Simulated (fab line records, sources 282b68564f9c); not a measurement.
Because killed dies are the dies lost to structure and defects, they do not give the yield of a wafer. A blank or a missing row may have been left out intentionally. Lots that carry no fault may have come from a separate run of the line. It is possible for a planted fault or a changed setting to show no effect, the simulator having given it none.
A struck lot beside a sound one | flow rit-cmos | 21 steps out of a route of 202
Sound: these wafers, L998.1, L998.4, L998.5. The struck wafers were L110.1, L110.2, L110.6. At the end, the cause is stated.
Each step with rows lists, per side, the tool, then ch with its chambers, then its first start. Under that, the readings that differ: sound wafers | struck wafers | difference of the means | sigmas: that difference in standard deviations of wafers without a fault.
alike: readings whose means differ by less than 2 such deviations, and words and numbers that are the same on both sides. not compared: withheld readings, readings that some wafer has no value for, bounds like >300 that may hide the same value, and numbers for which the record gives no deviation and whose values overlap.
Wherever a step has rows on one side only, a row that says differs or no value, or a row with sigmas, the two part there. Numbers that don't overlap but have no deviation are shown without sigmas and don't part them. A reading missing from all wafers of one side parts the sides only when that side holds two or more wafers.

RIT_PLDD_OVL_MEAS_06:
  sound on overlay-01 at day 3 00:37; struck on overlay-01 at day 5 16:05
  alike: PLDD_OVL
then, 2 steps without rows for these wafers: RIT_PLDD_HARDBAKE_07 (time 60 s); RIT_PLDD_IMPLANT_08.
RIT_PLDD_STRIP_09: strips in O2, time 180 s.
  sound on plasma-asher-04 ch 0,1, day 3 00:57; struck on plasma-asher-01 ch 0,1, day 5 16:25
  alike: drypump-motor-current-A
  not compared: rf-hours-counter-h
RIT_PLDD_TW_MEAS_10:
  sound on film-metro-01 at day 3 01:07; struck on film-metro-02 at day 5 16:35
  reading | sound          | struck         | difference | sigmas
  PLDD_TW | 2341 2322 2330 | 2352 2358 2349 | +22        | +2
then, 4 steps without rows for these wafers: RIT_SPACER_CLEAN_00 (cleans in SC1, time 600 s); RIT_SPACER_CLEAN_01 (cleans in dHF, time 30 s); RIT_SPACER_CLEAN_02 (cleans in SC2, time 600 s); RIT_SPACER_CVD_03 (deposits Si3N4 from SiH2Cl2/NH3, target thk 250 nm, time 3300 s).
RIT_SPACER_THK_MEAS_04:
  sound on film-metro-04 at day 3 04:26; struck on film-metro-04 at day 5 18:58
  alike: SPACER_NITRIDE_THK
RIT_SPACER_ETCHBACK_05: etches Si3N4 in SF6/CHF3, stops on SiO2, target depth 250 nm, time 240 s.
  sound on rie-diel-01 ch 0,1, day 3 04:29; struck on rie-diel-01 ch 1,3, day 5 19:01
  alike: drypump-motor-current-A, oes-product-au, throttle-valve-pct
  not compared: rf-hours-counter-h
then, 1 step without rows for these wafers: RIT_NSD_HMDS_00 (prime time 60 s).
RIT_NSD_COAT_01: resist thk 1000 nm.
  sound on litho-track-01 ch 0, day 3 04:59; struck on litho-track-03 ch 0, day 5 19:19
  reading                                  | sound                | struck               | difference | sigmas
  spin-speed-rpm (rpm)                     | 3252.5 3254.0 3252.8 | 3389.2 3383.8 3382.6 | +132.1     | +63
  model.NOVOLAK_of_NSD_COAT_01.thk-nm (nm) | 1000 999 1002        | 983.8 985.4 985      | -15.6      |
  alike: exhaust-pa
then, 4 steps without rows for these wafers: RIT_NSD_SOFTBAKE_02 (time 60 s); RIT_NSD_EXPOSE_03 (exposes mask M9, target cd 40700 nm); RIT_NSD_PEB_04; RIT_NSD_DEVELOP_05 (develop time 50 s).
RIT_NSD_OVL_MEAS_06:
  sound on overlay-01 at day 3 05:48; struck on overlay-01 at day 5 20:01
  alike: NSD_OVL
RIT_NSD_HARDBAKE_07: time 60 s.
  sound on litho-track-03 ch 0, day 3 06:01; struck on litho-track-02 ch 0, day 5 20:04
  reading                                  | sound           | struck          | difference | sigmas
  exhaust-pa (Pa)                          | 45.1 45.0 45.9  | 43.7 43.5 43.4  | -1.8       | -2
  model.NOVOLAK_of_NSD_COAT_01.thk-nm (nm) | 884 882.8 885.1 | 869.6 871 870.6 | -13.6      |
  alike: plate-temp-C
then, 1 step without rows for these wafers: RIT_NSD_IMPLANT_08.
RIT_M1_PROBE_99:
  the record has rows for the sound wafers here (prober-02, day 3 15:49) and none for the struck ones

WHERE THEY PART
At RIT_PLDD_TW_MEAS_10 first; at RIT_M1_PROBE_99 last (within this record only).

WHY: what the simulator had put in
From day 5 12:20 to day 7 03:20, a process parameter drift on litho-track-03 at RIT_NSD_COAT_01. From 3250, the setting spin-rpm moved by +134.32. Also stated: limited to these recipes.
